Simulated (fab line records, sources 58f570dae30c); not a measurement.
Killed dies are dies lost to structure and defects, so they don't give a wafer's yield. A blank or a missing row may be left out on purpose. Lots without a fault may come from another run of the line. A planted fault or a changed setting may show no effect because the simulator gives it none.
A struck lot beside a sound one | flow berkeley_cmos170 | 44 steps out of a route of 331
Sound: wafers L802.3, L802.4, L802.5. Struck: wafers L805.1, L805.3, L805.6. The cause comes at the end.
At each step with rows: each side's tool, then ch and its chambers, then its first start. Under that, the readings that differ: sound wafers | struck wafers | difference of the means | sigmas: that difference in standard deviations of wafers without a fault.
alike: readings whose means differ by less than 2 such deviations, and words and numbers that are the same on both sides. not compared: withheld readings, readings that some wafer has no value for, bounds like >300 that may hide the same value, and numbers for which the record gives no deviation and whose values overlap.
The two part at a step that has a row with sigmas, a row that says differs or no value, or rows on one side only. Numbers that don't overlap but have no deviation are shown without sigmas and don't part them. A reading that every wafer of one side lacks parts them only if that side has two wafers or more.

first, 7 steps without rows for these wafers: UCB170_ACTIVE_CLEAN_17 (cleans in SPM, time 600 s); UCB170_PFIELD_HMDS_00 (prime time 60 s); UCB170_PFIELD_COAT_01 (resist thk 900 nm); UCB170_PFIELD_SOFTBAKE_02 (time 60 s); UCB170_PFIELD_EXPOSE_03 (exposes mask PFIELD, target cd 1500 nm); UCB170_PFIELD_PEB_04; UCB170_PFIELD_DEVELOP_05 (develop time 45 s).
UCB170_PFIELD_OVL_MEAS_06:
  sound on overlay-02, day 5 21:28; struck on overlay-01, day 6 18:38
  alike: PFIELD_OVL
then, 1 step without rows for these wafers: UCB170_PFIELD_IMPLANT_07.
UCB170_PFIELD_STRIP_08: strips in O2.
  sound on plasma_asher-03 ch 0,1, day 5 21:40; struck on plasma_asher-04 ch 0,1, day 6 18:49
  alike: drypump_motor_current_A, oes_product_au, strip_time_to_endpoint_s
  not compared: rf_hours_counter_h
UCB170_PFIELD_TW_MEAS_09:
  sound on film_metro-01, day 5 21:45; struck on film_metro-03, day 6 18:55
  alike: PFIELD_TW
then, 1 step without rows for these wafers: UCB170_FIELD_CLEAN_00 (cleans in dHF, time 7.5 s).
UCB170_FIELD_OXIDATION_01: target thk 558.3 nm, ox time 7200 s.
  sound on furnace-02 ch 0, day 6 01:50; struck on furnace-04 ch 0, day 7 03:41
UCB170_FIELD_THK_MEAS_02:
  sound on film_metro-04, day 6 04:55; struck on film_metro-03, day 7 06:41
  reading              | sound       | struck      | difference | sigmas
  FIELD_OXIDE_THK (nm) | 560 549 553 | 847 831 853 | +290       | +34
then, 1 step without rows for these wafers: UCB170_FIELD_ANNEAL_03 (time 1200 s).
UCB170_FIELD_WET_ETCH_04: etches SiO2 in dHF, time 60 s.
  sound on wet_bench-03 ch 3, day 6 11:01; struck on wet_bench-03 ch 3, day 7 12:14
  reading                                      | sound           | struck            | difference | sigmas
  model.SiO2_of_FIELD_OXIDATION_01.thk_nm (nm) | 526 514.7 519.4 | 813.6 797.1 819.6 | +290.1     |
then, 1 step without rows for these wafers: UCB170_FIELD_WET_ETCH_05 (etches Si3N4 in H3PO4, time 12600 s).
UCB170_FIELD_WET_ETCH_06: etches SiO2 in BOE, time 22 s.
  sound on wet_bench-03 ch 1, day 6 14:32; struck on wet_bench-03 ch 1, day 7 15:56
  reading                                      | sound             | struck            | difference | sigmas
  model.SiO2_of_FIELD_OXIDATION_01.thk_nm (nm) | 441.9 430.3 434.8 | 729.1 712.8 734.8 | +289.9     |
UCB170_FIELD_THK_MEAS_90:
  sound on film_metro-02, day 6 14:35; struck on film_metro-03, day 7 15:57
  reading                     | sound       | struck      | difference | sigmas
  FIELD_OXIDE_LEFT_1_THK (nm) | 442 430 435 | 730 713 735 | +290       | +33
then, 2 steps without rows for these wafers: UCB170_SACOX_CLEAN_00 (cleans in dHF, time 7.5 s); UCB170_SACOX_OXIDATION_01 (target thk 14.4 nm, ox time 2400 s).
UCB170_SACOX_THK_MEAS_02:
  sound on film_metro-04, day 6 19:48; struck on film_metro-03, day 7 19:49
  alike: SACOX_OXIDE_THK
then, 2 steps without rows for these wafers: UCB170_SCREENOX_WET_ETCH_00 (etches SiO2 in dHF, time 200 s); UCB170_SCREENOX_OXIDATION_01 (target thk 14.4 nm, ox time 2400 s).
UCB170_SCREENOX_THK_MEAS_02:
  sound on film_metro-04, day 7 05:22; struck on film_metro-04, day 8 04:30
  alike: SCREENOX_OXIDE_THK
then, 7 steps without rows for these wafers: UCB170_SCREENOX_ANNEAL_03 (time 900 s); UCB170_NVT_HMDS_00 (prime time 60 s); UCB170_NVT_COAT_01 (resist thk 900 nm); UCB170_NVT_SOFTBAKE_02 (time 60 s); UCB170_NVT_EXPOSE_03 (exposes mask PWELL, target cd 3000 nm); UCB170_NVT_PEB_04; UCB170_NVT_DEVELOP_05 (develop time 42.88 s).
UCB170_NVT_OVL_MEAS_06:
  sound on overlay-02, day 7 14:40; struck on overlay-01, day 8 13:46
  alike: NVT_OVL
then, 1 step without rows for these wafers: UCB170_NVT_IMPLANT_07.
UCB170_NVT_STRIP_08: strips in O2.
  sound on plasma_asher-02 ch 0,1, day 7 14:52; struck on plasma_asher-01 ch 0,1, day 8 13:57
  reading                      | sound             | struck            | difference | sigmas
  strip_time_to_endpoint_s (s) | 21.69 21.65 21.63 | 21.42 21.50 21.50 | -0.18      | -3
  alike: drypump_motor_current_A, oes_product_au
  not compared: rf_hours_counter_h
UCB170_NVT_TW_MEAS_09:
  sound on film_metro-01, day 7 14:58; struck on film_metro-03, day 8 14:03
  alike: NVT_TW
then, 6 steps without rows for these wafers: UCB170_NVT_CLEAN_10 (cleans in SPM, time 600 s); UCB170_PVT_HMDS_00 (prime time 60 s); UCB170_PVT_COAT_01 (resist thk 900 nm); UCB170_PVT_SOFTBAKE_02 (time 60 s); UCB170_PVT_EXPOSE_03 (exposes mask NWELL, target cd 3000 nm); UCB170_PVT_PEB_04.
UCB170_FIELD_THK_MEAS_91:
  sound on film_metro-04, day 7 17:50; struck on film_metro-03, day 8 16:56
  reading                     | sound       | struck      | difference | sigmas
  FIELD_OXIDE_LEFT_2_THK (nm) | 354 342 347 | 642 626 647 | +291       | +32
UCB170_M3_PROBE_99:
  the record has rows for the sound wafers here (prober-01, day 10 00:11) and none for the struck ones

WHERE THEY PART
First at UCB170_FIELD_THK_MEAS_02; last, within this record, at UCB170_M3_PROBE_99.

WHY: what the simulator had put in
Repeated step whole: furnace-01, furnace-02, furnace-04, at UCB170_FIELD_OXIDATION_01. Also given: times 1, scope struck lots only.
